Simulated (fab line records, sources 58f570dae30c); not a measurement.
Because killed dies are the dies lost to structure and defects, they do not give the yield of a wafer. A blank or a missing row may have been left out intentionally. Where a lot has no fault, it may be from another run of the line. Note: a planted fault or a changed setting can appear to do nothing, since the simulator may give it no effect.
Which tool did it?    flow berkeleyCmos170    14 lots with 42 wafers sampled at 4 steps, on a route of 331 steps

## WHAT THE GAUGES SHOWED, per wafer
UCB170_GATE_CD_MEAS_12 targets a cd of 350 nm. Usual: cdNm reads 349.9 nm (standard deviation 1.4).
lot   measured      on        cdNm (nm)          flag
L161  day 6 19:59   cdSem-01  349.7 349.7 351.0  
L163  day 7 08:37   cdSem-01  347.6 348.3 347.6  
L166  day 8 00:05   cdSem-02  348.4 348.5 348.6  
L164  day 8 00:16   cdSem-01  348.4 348.9 348.3  
L165  day 8 00:25   cdSem-02  349.2 349.6 349.4  
L169  day 8 23:26   cdSem-01  350.1 350.5 350.8  
L168  day 8 23:58   cdSem-02  350.4 351.0 352.9  
L173  day 9 06:01   cdSem-02  348.0 349.7 349.7  
L172  day 9 06:10   cdSem-02  351.2 350.8 348.6  
L178  day 10 20:11  cdSem-01  347.7 347.5 347.7  
L177  day 10 20:28  cdSem-01  351.4 350.5 351.6  
L180  day 11 07:01  cdSem-02  351.1 351.5 350.9  
L182  day 11 22:06  cdSem-02  351.0 352.2 350.6  
L181  day 11 22:24  cdSem-01  350.5 349.3 349.1  

UCB170_PLDD_CD_MEAS_06 targets a cd of 1200 nm. Usual: cdNm reads 1200.5 nm (standard deviation 1.4).
lot   measured      on        cdNm (nm)             flag
L161  day 6 21:42   cdSem-02  1200.4 1200.1 1199.5  
L163  day 7 11:55   cdSem-02  1201.9 1201.7 1201.3  
L166  day 8 01:53   cdSem-01  1201.0 1201.4 1202.4  
L164  day 8 02:09   cdSem-01  1203.1 1202.2 1203.7  
L165  day 8 02:52   cdSem-01  1202.1 1200.2 1200.6  
L169  day 9 01:04   cdSem-01  1201.0 1199.2 1199.5  
L168  day 9 01:39   cdSem-01  1200.6 1201.2 1200.6  
L173  day 9 07:38   cdSem-02  1201.2 1201.5 1201.0  
L172  day 9 07:57   cdSem-01  1201.5 1201.1 1201.4  
L178  day 10 22:57  cdSem-02  1197.7 1195.9 1196.7  
L177  day 10 23:13  cdSem-01  1201.3 1200.8 1201.7  
L180  day 11 08:39  cdSem-02  1198.3 1198.9 1199.2  
L182  day 11 23:59  cdSem-02  1198.7 1199.2 1199.4  
L181  day 12 00:15  cdSem-02  1199.2 1200.4 1199.9  

## WHICH TOOL RAN EACH LOT (tool, then ch and the chambers of the sampled wafers, then the start)
lot   UCB170_GATE_ETCH_14                UCB170_PLDD_COAT_01
L161  rieDiel-01 ch 0,1,3, day 6 20:06   lithoTrack-03 ch 0, day 6 20:49
L163  rieDiel-02 ch 0,1,3, day 7 08:47   lithoTrack-02 ch 0, day 7 10:31
L166  rieDiel-01 ch 1,2, day 8 00:13     lithoTrack-02 ch 0, day 8 00:58
L164  rieDiel-02 ch 1,3, day 8 00:24     lithoTrack-03 ch 0, day 8 01:19
L165  rieDiel-01 ch 1,2,3, day 8 00:35   lithoTrack-02 ch 0, day 8 01:51
L169  rieDiel-01 ch 0,1,2, day 8 23:36   lithoTrack-03 ch 0, day 9 00:14
L168  rieDiel-01 ch 2,3, day 9 00:07     lithoTrack-03 ch 0, day 9 00:45
L173  rieDiel-02 ch 0,2, day 9 06:10     lithoTrack-04 ch 0, day 9 06:49
L172  rieDiel-01 ch 0,2, day 9 06:17     lithoTrack-03 ch 0, day 9 07:04
L178  rieDiel-01 ch 0,2, day 10 20:20    lithoTrack-02 ch 0, day 10 21:55
L177  rieDiel-04 ch 1,3, day 10 20:37    lithoTrack-04 ch 0, day 10 22:11
L180  rieDiel-02 ch 0,2,3, day 11 07:10  lithoTrack-02 ch 0, day 11 07:49
L182  rieDiel-01 ch 0,1, day 11 22:16    lithoTrack-04 ch 0, day 11 22:58
L181  rieDiel-04 ch 0,2, day 11 22:32    lithoTrack-02 ch 0, day 11 23:21
- UCB170_GATE_ETCH_14: etches BARC in N2/H2.
- UCB170_PLDD_COAT_01: resist thk 900 nm.

## AS READ BY THE TOOLS THEMSELVES (means over the sampled wafers that have a number; for cases with no such wafer, the mark the record gives instead)
UCB170_GATE_ETCH_14. Usual: drypumpMotorCurrentA 5.8 A, standard deviation 0.35; n2FlowSccm 100.0 sccm, standard deviation 0.33; oesProductAu 1.016 a.u., standard deviation 0.022; throttleValvePct 13.32 %, standard deviation 0.24.
lot   tool        drypumpMotorCurrentA (A)  n2FlowSccm (sccm)  oesProductAu (a.u.)  throttleValvePct (%)  flag
L161  rieDiel-01  6.0                       99.8               1.029                13.33                 
L163  rieDiel-02  5.8                       100.0              0.999                13.36                 
L166  rieDiel-01  5.3                       99.8               1.029                13.02                 
L164  rieDiel-02  5.7                       100.6              1.007                13.31                 
L165  rieDiel-01  5.7                       99.9               1.016                13.13                 
L169  rieDiel-01  5.6                       100.0              1.018                13.23                 
L168  rieDiel-01  5.8                       100.0              1.000                13.16                 
L173  rieDiel-02  5.6                       99.6               1.000                13.27                 
L172  rieDiel-01  5.9                       100.1              1.024                13.45                 
L178  rieDiel-01  5.9                       100.1              1.031                13.44                 
L177  rieDiel-04  6.1                       100.3              1.020                13.22                 
L180  rieDiel-02  5.6                       99.8               0.998                13.33                 
L182  rieDiel-01  5.6                       100.5              1.039                13.21                 
L181  rieDiel-04  5.8                       100.0              1.030                13.63                 

## THE ANSWER, worked out from the rows above alone
Rule: a lot is off if the mean of its wafers that have a number lies more than 3 standard deviations from the usual mean. Also off: a lot with no number at a reading for which 4 or more lots have one. Any other lot the step has rows for is counted as sound. The gauges are gone through in route order, then the tools' own readings, and for those a lot's mean is taken as printed above. The first step at which some lot is off is used, and at that step the reading that is off furthest; a lot without a number counts as furthest.
Across all readings shown, no lot is off: no conclusion can be drawn from this.

## WHAT THE SIMULATOR HAD INSERTED
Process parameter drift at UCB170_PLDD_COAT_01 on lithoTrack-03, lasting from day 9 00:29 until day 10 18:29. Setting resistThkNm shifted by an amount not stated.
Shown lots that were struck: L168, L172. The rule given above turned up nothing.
